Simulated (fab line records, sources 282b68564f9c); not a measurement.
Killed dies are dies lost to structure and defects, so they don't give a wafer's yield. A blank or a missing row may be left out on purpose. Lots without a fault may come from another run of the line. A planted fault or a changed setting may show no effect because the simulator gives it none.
One fault seen from 2 desks | flow rit_cmos | each desk has only its own numbers; what lay behind them comes last

THE TOOL OWNER'S DESK: implanter-02
The tool's own readings at RIT_NWELL_IMPLANT_08: means of the sampled wafers that have a number, for each lot that ran on this tool. A lot is out of limits, marked OUT, if its mean lies more than 4 standard deviations from the usual mean; the brackets give that distance.
Columns: A = dose_ions_cm2 at RIT_NWELL_IMPLANT_08, usual 5.001e+13
lot  | first seen here | A
L412 | day 1 21:29     | 4.992e+13
L414 | day 2 07:55     | 4.996e+13
L419 | day 3 08:23     | 4.999e+13
L420 | day 3 13:49     | 4.996e+13
L427 | day 5 01:14     | 5.186e+13 (+34) OUT
L429 | day 5 09:39     | 5.183e+13 (+33) OUT
This desk's finding: out of limits on L427, L429; first on L427, day 5 01:14 (dose_ions_cm2 at RIT_NWELL_IMPLANT_08). In limits: L412, L414, L419, L420.

THE METROLOGY DESK
What the gauges read, lot by lot, whatever tool the lot ran on: means of the sampled wafers that have a number. A lot is out of limits, marked OUT, if its mean lies more than 4 standard deviations from the usual mean; the brackets give that distance.
Columns: A = NWELL_RS at RIT_WELLDRIVE_RS_MEAS_01, usual 275.2 ohm/sq; B = PRETRO_OVL at RIT_PRETRO_OVL_MEAS_06, usual -0.7 nm; C = NLDD_OVL at RIT_NLDD_OVL_MEAS_06, usual 1.6 nm
lot  | first seen here | A                | B    | C
L412 | day 2 05:34     | 276.0            | 0.4  | 2.5
L413 | day 2 11:58     | 275.9            | -0.6 | 3.1
L414 | day 2 15:26     | 275.1            | -0.5 | 3.7
L415 | day 2 19:34     | 276.0            | -1.3 | 2.5
L416 | day 2 23:56     | 274.7            | -0.7 | 0.5
L417 | day 3 05:03     | 275.5            | -0.6 | 4.0
L418 | day 3 10:31     | 274.6            | -1.3 | 2.5
L419 | day 3 15:30     | 275.6            | -0.1 | 2.4
L420 | day 3 20:51     | 275.2            | -1.7 | 3.3
L424 | day 4 15:50     | 274.1            | -1.8 | 0.8
L427 | day 5 08:23     | 270.4 (-6.2) OUT | 0.3  | -
L429 | day 5 17:24     | 269.2 (-7.8) OUT | -0.7 | 0.9
L432 | day 6 10:41     | 275.0            | -1.7 | 1.2
L434 | day 6 18:06     | 275.3            | 0.1  | 1.6
This desk's finding: out of limits on L427, L429; first on L427, day 5 08:23 (NWELL_RS at RIT_WELLDRIVE_RS_MEAS_01). In limits: L412, L413, L414, L415, L416, L417, L418, L419, L420, L424, L432, L434.

PUT TOGETHER
The tool owner's desk could have raised an alarm at day 5 01:14, on L427, L429.
The metrology desk could have raised an alarm at day 5 08:23, on L427, L429.
Of the lots named, all ran RIT_NWELL_IMPLANT_08 on implanter-02.

WHAT THE SIMULATOR HAD PUT IN
Process parameter drift: implanter-02, from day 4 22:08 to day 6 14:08, at RIT_NWELL_IMPLANT_08. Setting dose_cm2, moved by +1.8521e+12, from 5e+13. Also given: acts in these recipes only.
Lots struck among those shown: L427, L429.
Hours from the fault's start to each desk's first reading out of limits: the tool owner's desk, 3; the metrology desk, 10.
